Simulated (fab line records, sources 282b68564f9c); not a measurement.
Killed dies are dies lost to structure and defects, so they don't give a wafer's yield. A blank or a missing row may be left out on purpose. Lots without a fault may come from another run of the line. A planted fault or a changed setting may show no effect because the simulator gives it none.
Which tool did it? | flow rit_cmos | 14 lots, 42 wafers sampled, at 6 steps of a route of 202

WHAT THE GAUGES READ, wafer by wafer
RIT_PRETRO_TW_MEAS_10.
lot  | measured    | on            | PRETRO_TW
L896 | day 2 10:17 | film_metro-01 | 469 464 469
L897 | day 2 15:59 | film_metro-02 | 475 472 472
L899 | day 2 23:56 | film_metro-01 | 467 464 468
L900 | day 3 05:11 | film_metro-01 | 464 465 467
L903 | day 3 19:15 | film_metro-03 | 481 478 481
L904 | day 4 03:47 | film_metro-02 | 473 472 469
L906 | day 4 11:44 | film_metro-03 | 484 482 483
L907 | day 4 16:53 | film_metro-02 | 471 472 473
L908 | day 4 21:10 | film_metro-01 | 466 466 466
L911 | day 5 12:33 | film_metro-03 | 483 482 480
L916 | day 6 20:04 | film_metro-02 | 470 470 471
L917 | day 6 21:53 | film_metro-01 | 467 468 465
L918 | day 7 00:19 | film_metro-03 | 479 479 480
L919 | day 7 06:37 | film_metro-01 | 471 468 470

RIT_PLDD_OVL_MEAS_06.
lot  | measured    | on         | PLDD_OVL (nm)
L896 | day 2 23:57 | overlay-02 | 0.6 -0.2 0.0
L897 | day 3 04:08 | overlay-02 | -1.0 -1.7 -1.2
L899 | day 3 11:44 | overlay-01 | -0.7 -1.6 0.7
L900 | day 3 17:58 | overlay-02 | -1.8 -1.7 -1.8
L903 | day 4 07:12 | overlay-01 | -0.5 -1.0 -1.9
L904 | day 4 15:16 | overlay-01 | -0.3 0.2 -2.5
L906 | day 5 01:10 | overlay-01 | -2.2 -3.3 -2.2
L907 | day 5 06:04 | overlay-01 | -2.0 -1.5 -3.2
L908 | day 5 08:45 | overlay-02 | -0.7 1.5 -0.7
L911 | day 6 08:38 | overlay-01 | -0.6 1.7 -0.4
L916 | day 7 08:17 | overlay-01 | -1.4 -1.0 -2.1
L917 | day 7 12:15 | overlay-01 | 0.2 1.3 0.2
L918 | day 7 16:41 | overlay-01 | -1.5 -1.6 -0.6
L919 | day 7 20:56 | overlay-01 | -0.3 0.4 0.2

RIT_M1_CD_MEAS_09: target cd 2600 nm.
lot  | measured    | on        | cd_nm (nm)
L896 | day 3 11:35 | cd_sem-02 | 2597.8 2598.0 2596.7
L897 | day 3 15:45 | cd_sem-01 | 2600.2 2601.2 2600.5
L899 | day 4 00:16 | cd_sem-01 | 2600.2 2596.4 2596.2
L900 | day 4 05:11 | cd_sem-02 | 2598.7 2597.1 2597.0
L903 | day 4 18:26 | cd_sem-01 | 2604.7 2604.6 2604.8
L904 | day 5 04:10 | cd_sem-02 | 2600.7 2601.2 2600.7
L906 | day 5 12:51 | cd_sem-02 | 2601.5 2601.3 2600.0
L907 | day 5 17:23 | cd_sem-02 | 2601.0 2599.0 2603.5
L908 | day 5 20:46 | cd_sem-02 | - - -
L911 | day 6 20:02 | cd_sem-02 | - - -
L916 | day 7 19:41 | cd_sem-01 | 2596.1 2598.0 2596.7
L917 | day 7 23:57 | cd_sem-02 | 2592.2 2595.4 2594.8
L918 | day 8 04:04 | cd_sem-02 | 2602.1 2602.1 2603.5
L919 | day 8 08:16 | cd_sem-01 | 2602.3 2598.7 2599.9

RIT_M1_OVL_MEAS_10.
lot  | measured    | on         | M1_OVL (nm)
L896 | day 3 11:42 | overlay-02 | 2.9 3.1 2.5
L897 | day 3 15:52 | overlay-02 | 0.8 0.8 1.4
L899 | day 4 00:22 | overlay-02 | 1.9 1.0 1.6
L900 | day 4 05:17 | overlay-02 | 2.0 0.3 0.3
L903 | day 4 18:34 | overlay-01 | -1.2 -0.5 0.6
L904 | day 5 04:17 | overlay-02 | -1.4 -0.4 -0.4
L906 | day 5 12:58 | overlay-01 | 1.0 0.5 0.1
L907 | day 5 17:30 | overlay-02 | 0.2 -0.3 -1.6
L908 | day 5 20:53 | overlay-02 | - - -
L911 | day 6 20:08 | overlay-02 | - - -
L916 | day 7 19:48 | overlay-01 | -0.8 1.4 -0.1
L917 | day 8 00:04 | overlay-02 | 3.0 -0.5 1.5
L918 | day 8 04:11 | overlay-01 | 1.0 1.2 0.8
L919 | day 8 08:23 | overlay-02 | 1.4 0.9 1.3

RIT_M1_BOW_MEAS_16.
lot  | measured    | on            | M1_BOW (um)
L896 | day 3 14:19 | film_metro-04 | 5 22 11
L897 | day 3 18:28 | film_metro-04 | 2 19 18
L899 | day 4 03:01 | film_metro-04 | 23 20 22
L900 | day 4 07:43 | film_metro-02 | 25 14 21
L903 | day 4 21:07 | film_metro-04 | 20 18 13
L904 | day 5 06:42 | film_metro-01 | 21 7 17
L906 | day 5 15:23 | film_metro-01 | 19 11 21
L907 | day 5 19:56 | film_metro-01 | 18 11 25
L908 | day 5 23:18 | film_metro-02 | 4 17 25
L916 | day 7 23:31 | film_metro-04 | 29 20 14
L917 | day 8 02:32 | film_metro-01 | 11 14 25
L918 | day 8 06:38 | film_metro-01 | 11 1 30
L919 | day 8 10:49 | film_metro-04 | 21 11 28

WHICH TOOL RAN EACH LOT (tool, then ch and the chambers of the sampled wafers, then the start)
lot  | RIT_M1_DEVELOP_08
L896 | litho_track-02 ch 0, day 3 11:00
L897 | litho_track-04 ch 0, day 3 15:00
L899 | litho_track-04 ch 0, day 4 00:00
L900 | litho_track-02 ch 0, day 4 05:00
L903 | litho_track-04 ch 0, day 4 18:00
L904 | litho_track-02 ch 0, day 5 03:00
L906 | litho_track-02 ch 0, day 5 12:00
L907 | litho_track-01 ch 0, day 5 17:00
L908 | litho_track-02 ch 0, day 5 20:00
L911 | litho_track-02 ch 0, day 6 19:00
L916 | litho_track-04 ch 0, day 7 19:00
L917 | litho_track-01 ch 0, day 7 23:00
L918 | litho_track-01 ch 0, day 8 03:00
L919 | litho_track-01 ch 0, day 8 08:00
- RIT_M1_DEVELOP_08: develop time 68 s.

WHAT THE TOOLS THEMSELVES READ (means of the sampled wafers that have a number; where no wafer has one, the mark that the record gives instead)
The record holds no such reading with a usual standard deviation.

THE ANSWER, worked out from the rows above alone
Rule: what is usual is taken from the lots themselves. Put in order of their means at a reading, lots are off if they are a third of the lots or fewer, leave a main group of 4 or more, and stand apart from it by a gap of 3 or more times the standard deviation of the main group's means; of several such gaps the widest counts. A main group whose means are all the same, to the digits that the tables above print for the reading, isn't used. A lot without any number at a reading at which 4 lots or more have one is off too. The other lots that the step has rows for count as sound. The gauges are gone through in route order, then the tools' own readings, and for those a lot's mean is taken as printed above. The first step at which some lot is off is used, and at that step the reading that is off furthest; a lot without a number counts as furthest.
Off: L908, L911, at RIT_M1_CD_MEAS_09 (cd_nm). Without a number there: L908, L911. The main group: mean 2599.6 nm, standard deviation 2.8.
A tool fits if, at a process step before that reading, it ran every lot that is off, and no sound lot after the first of them. The gauges at RIT_M1_CD_MEAS_09 aren't tried: what is off there is off at RIT_M1_OVL_MEAS_10 too, on other tools, and a gauge's error can't cause that. One fits: litho_track-02 at RIT_M1_DEVELOP_08. Its last sound lot is L906 (day 5 12:00), its first lot that is off L908 (day 5 20:00): a fault that began between those two fits.

WHAT THE SIMULATOR HAD PUT IN
Process parameter drift: litho_track-02, from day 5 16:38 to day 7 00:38, at RIT_M1_DEVELOP_08. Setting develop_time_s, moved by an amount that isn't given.
Lots struck among those shown: L908, L911. The rule above found the same.
